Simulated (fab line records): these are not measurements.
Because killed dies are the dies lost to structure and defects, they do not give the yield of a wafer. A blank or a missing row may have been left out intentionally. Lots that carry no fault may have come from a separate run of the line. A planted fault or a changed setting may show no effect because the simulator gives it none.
The same fault as seen by 2 desks / flow berkeley cmos170 / each desk has only its own numbers; what lay behind them comes last

TOOL OWNER'S DESK, litho track-02
The tool's own readings at UCB170_NSD_COAT_01 (resist thk 900 nm): means of the sampled wafers that have a number, for each lot that ran on this tool. If a lot's mean is further than 4 standard deviations from the usual mean, the lot is out of limits and carries the mark OUT (the distance appears in the brackets).
Columns: A = spin speed rpm at UCB170_NSD_COAT_01, usual 1499.8 rpm
lot=L527; first seen here=day 9 23:22; A=1475.1 (-25) OUT
lot=L526; first seen here=day 10 00:13; A=1475.0 (-25) OUT
This desk finds L526, L527 out of limits, L527 being first, at day 9 23:22 (spin speed rpm at UCB170_NSD_COAT_01). In limits: none.

METROLOGY DESK
Means of the sampled wafers that have a number, per lot and without regard to the tool the lot ran on: this is what the gauges read. If a lot's mean is further than 4 standard deviations from the usual mean, the lot is out of limits and carries the mark OUT (the distance appears in the brackets).
Columns: A = cd nm at UCB170_PSD_CD_MEAS_06, usual 1200.0 nm; B = PSD_OVL at UCB170_PSD_OVL_MEAS_07, usual 2 nm; C = PSD_TW at UCB170_PSD_TW_MEAS_10, usual 2307; D = cd nm at UCB170_NSD_CD_MEAS_06, usual 1200.1 nm
lot=L520; first seen here=day 8 01:31; A=1199.2; B=3; C=2293; D=1198.4
lot=L527; first seen here=day 9 22:26; A=1199.9; B=0; C=2320; D=1199.1
lot=L526; first seen here=day 9 22:44; A=1202.3; B=0; C=2317; D=1198.0
lot=L528; first seen here=day 10 13:30; A=1201.7; B=-1; C=2312; D=1199.1
lot=L534; first seen here=day 11 21:45; A=1200.5; B=5; C=2310; D=1200.9
lot=L538; first seen here=day 12 12:16; A=1201.6; B=1; C=2304; D=1200.6
Finding of this desk: none of the 6 lots has anything out of limits.

ALL TOGETHER
An alarm could have come from the tool owner's desk at day 9 23:22, on L526, L527.
From the metrology desk's view, nothing was out of limits.
The metrology desk has L526, L527 on record, within its limits.
On litho track-02, each named lot ran UCB170_NSD_COAT_01.

WHAT THE SIMULATOR PUT IN
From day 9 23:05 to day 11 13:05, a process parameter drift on litho track-02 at UCB170_NSD_COAT_01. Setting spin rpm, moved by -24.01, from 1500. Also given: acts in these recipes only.
Struck lots among those shown: L526, L527.
Delay in hours, fault start to first out-of-limits reading, by desk: the tool owner's desk at 0.
